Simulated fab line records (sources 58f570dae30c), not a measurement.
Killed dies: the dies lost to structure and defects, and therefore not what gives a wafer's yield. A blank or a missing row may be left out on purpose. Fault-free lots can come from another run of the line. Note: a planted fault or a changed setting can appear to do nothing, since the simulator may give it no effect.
Code-filled problem report in 8D (eight disciplines) form + flow berkeley cmos170 + the parts of the form that need people (team, actions taken, sign-off) are left out

## 1. THE PROBLEM
Wafers without a fault read 1199.5 nm, standard deviation 1.3; cd nm at UCB170_NLDD_CD_MEAS_06 reads a mean of 1207.3 nm on 6 wafers belonging to 2 lots. That puts it +6.0 standard deviations away from the usual mean.
The step: target cd 1200 nm.
Earliest sighting: wafer L785.1 on cd sem-01 at day 9 05:34. At this step, 42 wafers from 14 lots have a number in the record. By rule, "out" or "out of limits" means more than 4 standard deviations away from the usual mean. The other wafers with a number count as sound.

## 2. WHAT THIS IS AND IS NOT
| question                    | is                     | is not                                                                          |
|-----------------------------|------------------------|---------------------------------------------------------------------------------|
| which readings at this step | cd nm                  | -                                                                               |
| which lots                  | L785, L786             | L773, L774, L775, L776, L777, L779, L781, L782, L784, L787, L789, L795          |
| which wafers of those lots  | all that have a number | -                                                                               |
| read on which gauges        | cd sem-01              | cd sem-02                                                                       |
| when                        | from day 9 05:34       | up to then (27 sound wafers); but 9 sound wafers of L787, L789, L795 came after |

## 3. SUSPECTS, AND WHAT RULES EACH OUT
Counting: a tool at any process step up to the reading remains a suspect when it ran all the lots that are out and ran no sound lot after the first of those.
- ruled out: the gauge at UCB170_NLDD_CD_MEAS_06. All the wafers that are out were read on cd sem-01, but those of them that UCB170_NLDD_STRIP_10 has rows for are out there too, on other tools.
- litho track-04 at UCB170_NLDD_COAT_01 (resist thk 900 nm): kept. All lots that are out passed through it, beginning with L785 at day 9 04:44, and no sound lot followed; its final sound lot before that point was L784 at day 8 23:01.
The count leaves litho track-04 at UCB170_NLDD_COAT_01.

## 4. THE CAUSE (what the simulator had put in)
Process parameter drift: litho track-04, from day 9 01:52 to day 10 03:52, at UCB170_NLDD_COAT_01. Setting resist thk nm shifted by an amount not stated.
After counting, this tool was the only one left.

## 5. THE EFFECT CHAIN, in route order
Each row: a reading whose mean over the struck wafers that have a number lies more than 3 standard deviations from the usual. Scope: only readings with a usual standard deviation given in the record; hours: median across lots of the time from each lot's start at the first step in this table that gives one to its start at this step; sigmas: change in usual standard deviations.
| hours | step                   | reading                  | usual     | on struck wafers | change | sigmas |
|-------|------------------------|--------------------------|-----------|------------------|--------|--------|
| 0     | UCB170_NLDD_CD_MEAS_06 | cd nm                    | 1199.5 nm | 1207.3           | +7.8   | +6.0   |
| 0     | UCB170_NLDD_STRIP_10   | strip time to endpoint s | 21.66 s   | 17.13            | -4.53  | -75    |
The process steps in it:
- UCB170_NLDD_STRIP_10: strips in O2.

## 6. WHAT WOULD HAVE CAUGHT IT SOONER
4 hours passed between the start of the fault at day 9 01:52 and the first reading out of limits at a measuring or inspecting step in this record, taken at day 9 05:34.
Of the tool readings at UCB170_NLDD_COAT_01 for which the record gives a usual standard deviation, none was out on any struck wafer, so an alarm limit of 4 standard deviations on them would not have fired.
Among the 2 lots that are out, L786 began UCB170_NLDD_COAT_01 on litho track-04 after day 9 05:34. A hold on the tool at that time would have spared it.
